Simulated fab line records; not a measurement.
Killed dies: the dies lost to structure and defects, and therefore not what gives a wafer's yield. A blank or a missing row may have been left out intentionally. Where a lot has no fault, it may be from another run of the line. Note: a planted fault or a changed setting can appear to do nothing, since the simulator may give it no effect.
Matching of chambers | flow berkeley cmos170 | rie diel-01 running UCB170_PWELL_ETCH_14: 4 sister chambers
The step etches Si3N4 in CH3F/Ar/O2, stops on SiO2, target depth 242 nm, time 151 s. 8 wafers are shown with their chamber, then 7 later ones without.

WAFERS, EACH WITH ITS CHAMBER
wafer  | chamber | throttle valve pct (%) | drypump motor current A (A)
L960.5 | 0       | 8.25                   | 5.6
L962.4 | 2       | 7.91                   | 6.4
L962.6 | 3       | 8.07                   | 6.5
L974.2 | 1       | 8.00                   | 5.8
L974.3 | 3       | 8.07                   | 6.5
L974.6 | 1       | 8.01                   | 5.9
L975.3 | 2       | 7.89                   | 6.4
L975.4 | 0       | 8.24                   | 5.7

WAFERS WHOSE CHAMBER IS MISSING
wafer  | throttle valve pct (%) | drypump motor current A (A)
L975.5 | 8.07                   | 6.5
L976.2 | 8.25                   | 5.7
L976.3 | 7.89                   | 6.5
L976.6 | 8.09                   | 6.5
L978.1 | 8.06                   | 6.5
L978.3 | 8.23                   | 5.6
L978.4 | 7.89                   | 6.5

THE CHAMBER EACH PASSED THROUGH
wafer  | from the rows above | in truth
L975.5 | 3                   | 3
L976.2 | 0                   | 0
L976.3 | 2                   | 2
L976.6 | 3                   | 3
L978.1 | 3                   | 3
L978.3 | 0                   | 0
L978.4 | 2                   | 2
Correctly placed: 7 of 7. From these rows, 0 cannot be placed. Number placed wrongly: 0.
How it was worked out, from the rows above alone: a wafer's distance from a chamber is the root of the sum, over the readings, of the square of ((its reading less the chamber's mean) divided by the reading's scatter). If the next closest chamber is less than 2 further off than the closest, the wafer can't be placed; otherwise it belongs to the closest. The mean given for a chamber averages the wafers shown for that chamber. How the scatter is found: for the shown wafers, subtract from each reading the mean of its chamber, square and add these, divide the total by (wafers less chambers), then take the root.
